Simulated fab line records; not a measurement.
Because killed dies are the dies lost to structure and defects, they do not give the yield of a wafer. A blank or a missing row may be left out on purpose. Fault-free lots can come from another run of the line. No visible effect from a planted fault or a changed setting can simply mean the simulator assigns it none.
Which of the tools did it? | flow rit_cmos | 14 lots with 42 wafers sampled at 5 steps, on a route of 202 steps

WHAT THE GAUGES READ, wafer by wafer
RIT_M1_CD_MEAS_90: the cd target is 2600 nm.
lot  | measured    | on        | cd_nm (nm)
L348 | day 3 07:23 | cd_sem-02 | 2598.9 2600.0 2597.6
L350 | day 3 17:32 | cd_sem-02 | 2601.1 2599.9 2599.8
L351 | day 3 22:31 | cd_sem-02 | 2601.1 2597.4 2599.2
L354 | day 4 12:33 | cd_sem-01 | 2601.1 2596.7 2598.1
L355 | day 4 19:02 | cd_sem-02 | 2597.6 2599.4 2601.4
L356 | day 4 23:40 | cd_sem-02 | 2595.4 2597.9 2596.0
L357 | day 5 05:30 | cd_sem-01 | 2606.3 2603.3 2601.7
L358 | day 5 10:25 | cd_sem-02 | 2606.4 2604.8 2605.1
L359 | day 5 13:41 | cd_sem-01 | 2602.1 2600.2 2602.1
L365 | day 6 19:59 | cd_sem-02 | 2601.2 2599.3 2602.4
L366 | day 7 00:43 | cd_sem-02 | 2596.3 2593.6 2595.7
L367 | day 7 07:27 | cd_sem-02 | 2598.1 2598.6 2599.1
L369 | day 7 20:55 | cd_sem-02 | 2589.2 2586.6 2587.0 2589.3 2586.9 2587.2
L371 | day 8 04:15 | cd_sem-02 | 2603.2 2601.5 2604.3

WHAT TOOL EACH LOT RAN ON (gives the tool, then ch and the chambers of the sampled wafers, and finally the start)
lot  | RIT_NSD_STRIP_09                    | RIT_SDANNEAL_RTA_03             | RIT_SILICIDE_RTA_06             | RIT_M1_METAL_ETCH_12
L348 | plasma_asher-03 ch 0,1, day 2 23:38 | rtp_anneal-01 ch 0, day 3 01:47 | rtp_anneal-01 ch 0, day 3 02:46 | rie_metal-03 ch 0,1, day 3 06:53
L350 | plasma_asher-02 ch 0,1, day 3 09:43 | rtp_anneal-01 ch 0, day 3 11:49 | rtp_anneal-01 ch 0, day 3 12:49 | rie_metal-01 ch 0,1, day 3 16:59
L351 | plasma_asher-01 ch 0,1, day 3 14:29 | rtp_anneal-02 ch 0, day 3 16:32 | rtp_anneal-02 ch 0, day 3 17:32 | rie_metal-03 ch 0,1, day 3 22:01
L354 | plasma_asher-01 ch 0,1, day 4 04:49 | rtp_anneal-01 ch 0, day 4 06:51 | rtp_anneal-01 ch 0, day 4 07:50 | rie_metal-03 ch 0,1, day 4 12:02
L355 | plasma_asher-01 ch 0,1, day 4 11:05 | rtp_anneal-02 ch 0, day 4 13:12 | rtp_anneal-02 ch 0, day 4 14:11 | rie_metal-02 ch 0,1, day 4 18:32
L356 | plasma_asher-02 ch 0,1, day 4 15:59 | rtp_anneal-01 ch 0, day 4 18:06 | rtp_anneal-01 ch 0, day 4 19:05 | rie_metal-01 ch 0,1, day 4 23:10
L357 | plasma_asher-02 ch 0,1, day 4 21:34 | rtp_anneal-02 ch 0, day 4 23:41 | rtp_anneal-02 ch 0, day 5 00:40 | rie_metal-03 ch 0,1, day 5 05:00
L358 | plasma_asher-03 ch 0,1, day 5 02:30 | rtp_anneal-01 ch 0, day 5 04:40 | rtp_anneal-01 ch 0, day 5 05:39 | rie_metal-02 ch 0,1, day 5 09:53
L359 | plasma_asher-03 ch 0,1, day 5 06:00 | rtp_anneal-02 ch 0, day 5 08:01 | rtp_anneal-02 ch 0, day 5 09:01 | rie_metal-01 ch 0,1, day 5 13:11
L365 | plasma_asher-02 ch 0,1, day 6 12:08 | rtp_anneal-02 ch 0, day 6 14:19 | rtp_anneal-02 ch 0, day 6 15:19 | rie_metal-01 ch 0,1, day 6 19:29
L366 | plasma_asher-02 ch 0,1, day 6 16:52 | rtp_anneal-01 ch 0, day 6 19:01 | rtp_anneal-01 ch 0, day 6 20:01 | rie_metal-03 ch 0,1, day 7 00:12
L367 | plasma_asher-01 ch 0,1, day 6 23:37 | rtp_anneal-02 ch 0, day 7 01:37 | rtp_anneal-02 ch 0, day 7 02:36 | rie_metal-01 ch 0,1, day 7 06:57
L369 | plasma_asher-02 ch 0,1, day 7 13:02 | rtp_anneal-02 ch 0, day 7 15:16 | rtp_anneal-02 ch 0, day 7 16:16 | rie_metal-03 ch 0,1, day 7 20:25
L371 | plasma_asher-03 ch 0,1, day 7 20:38 | rtp_anneal-02 ch 0, day 7 22:40 | rtp_anneal-02 ch 0, day 7 23:40 | rie_metal-02 ch 1, day 8 03:43
- RIT_NSD_STRIP_09: strips in O2, time 180 s.
- RIT_SDANNEAL_RTA_03: time 5 s.
- RIT_SILICIDE_RTA_06: time 10 s, ramp up 5 s, ramp down 10 s.
- RIT_M1_METAL_ETCH_12: etches Al in Cl2/BCl3, stops on SiO2, time 165 s, target depth 600 nm.

WHAT THE TOOLS THEMSELVES READ (means of the sampled wafers that have a number; where no wafer has one, the mark that the record gives instead)
RIT_NSD_STRIP_09.
lot  | tool            | drypump_motor_current_A (A)
L348 | plasma_asher-03 | 5.2
L350 | plasma_asher-02 | 5.5
L351 | plasma_asher-01 | 5.4
L354 | plasma_asher-01 | 5.2
L355 | plasma_asher-01 | 5.2
L356 | plasma_asher-02 | 5.5
L357 | plasma_asher-02 | 5.4
L358 | plasma_asher-03 | 5.2
L359 | plasma_asher-03 | 5.2
L365 | plasma_asher-02 | 5.4
L366 | plasma_asher-02 | 5.5
L367 | plasma_asher-01 | 5.2
L369 | plasma_asher-02 | 5.5
L371 | plasma_asher-03 | 5.2

RIT_SDANNEAL_RTA_03.
lot  | tool          | wafer_temp_C_max
L348 | rtp_anneal-01 | 1052.6
L350 | rtp_anneal-01 | 1054.8
L351 | rtp_anneal-02 | 1054.2
L354 | rtp_anneal-01 | 1054.5
L355 | rtp_anneal-02 | 1053.4
L356 | rtp_anneal-01 | 1053.2
L357 | rtp_anneal-02 | 1055.0
L358 | rtp_anneal-01 | 1053.4
L359 | rtp_anneal-02 | 1053.1
L365 | rtp_anneal-02 | 1053.0
L366 | rtp_anneal-01 | 1052.6
L367 | rtp_anneal-02 | 1053.6
L369 | rtp_anneal-02 | 1053.0
L371 | rtp_anneal-02 | 1053.6

RIT_SILICIDE_RTA_06.
lot  | tool          | wafer_temp_C_max
L348 | rtp_anneal-01 | 754.9
L350 | rtp_anneal-01 | 756.3
L351 | rtp_anneal-02 | 753.8
L354 | rtp_anneal-01 | 755.0
L355 | rtp_anneal-02 | 753.4
L356 | rtp_anneal-01 | 756.2
L357 | rtp_anneal-02 | 753.5
L358 | rtp_anneal-01 | 755.1
L359 | rtp_anneal-02 | 753.7
L365 | rtp_anneal-02 | 754.4
L366 | rtp_anneal-01 | 756.5
L367 | rtp_anneal-02 | 753.8
L369 | rtp_anneal-02 | 753.7
L371 | rtp_anneal-02 | 754.1

RIT_M1_METAL_ETCH_12.
lot  | tool         | drypump_motor_current_A (A) | oes_product_au (a.u.) | throttle_valve_pct (%)
L348 | rie_metal-03 | 5.98                        | 0.770                 | 8.26
L350 | rie_metal-01 | 5.96                        | 0.781                 | 8.24
L351 | rie_metal-03 | 6.00                        | 0.768                 | 8.27
L354 | rie_metal-03 | 5.99                        | 0.774                 | 8.27
L355 | rie_metal-02 | 5.98                        | 0.777                 | 8.38
L356 | rie_metal-01 | 6.01                        | 0.772                 | 8.23
L357 | rie_metal-03 | 5.99                        | 0.766                 | 8.27
L358 | rie_metal-02 | 6.18                        | 0.773                 | 8.45
L359 | rie_metal-01 | 6.03                        | 0.770                 | 8.23
L365 | rie_metal-01 | 5.99                        | 0.790                 | 8.25
L366 | rie_metal-03 | 6.09                        | 0.672                 | 8.23
L367 | rie_metal-01 | 6.02                        | 0.786                 | 8.22
L369 | rie_metal-03 | 6.10                        | 0.675                 | 8.24
L371 | rie_metal-02 | 6.40                        | 0.765                 | 8.54

THE ANSWER, worked out from the rows above alone
Rule: the usual values come from the lots themselves. The widest of any qualifying gaps counts: lots, ordered by their means at a reading, are off when they make up no more than a third of the lots, leave a main group of 4 or more, and stand apart from it by 3 or more times the standard deviation of that group's means. If all means in a main group match to the digits the tables above print for the reading, that group is not used. A lot without any number at a reading at which 4 lots or more have one is off too. Any other lot the step has rows for is counted as sound. After the gauges, taken in route order, come the tools' own readings; for these a lot's mean is taken, as printed above. The first step at which some lot is off is used, and at that step the reading that is off furthest; a lot without a number counts as furthest.
Off, at RIT_M1_METAL_ETCH_12 on oes_product_au: L366, L369. The main group: mean 0.774 a.u., standard deviation 0.0075.
A tool fits if, at that step or a process step before it, it ran every lot that is off, and no sound lot after the first of them. 2 tools fit, plasma_asher-02 at RIT_NSD_STRIP_09 and rie_metal-03 at RIT_M1_METAL_ETCH_12, so this cannot tell which one it is.

WHAT THE SIMULATOR HAD PUT IN
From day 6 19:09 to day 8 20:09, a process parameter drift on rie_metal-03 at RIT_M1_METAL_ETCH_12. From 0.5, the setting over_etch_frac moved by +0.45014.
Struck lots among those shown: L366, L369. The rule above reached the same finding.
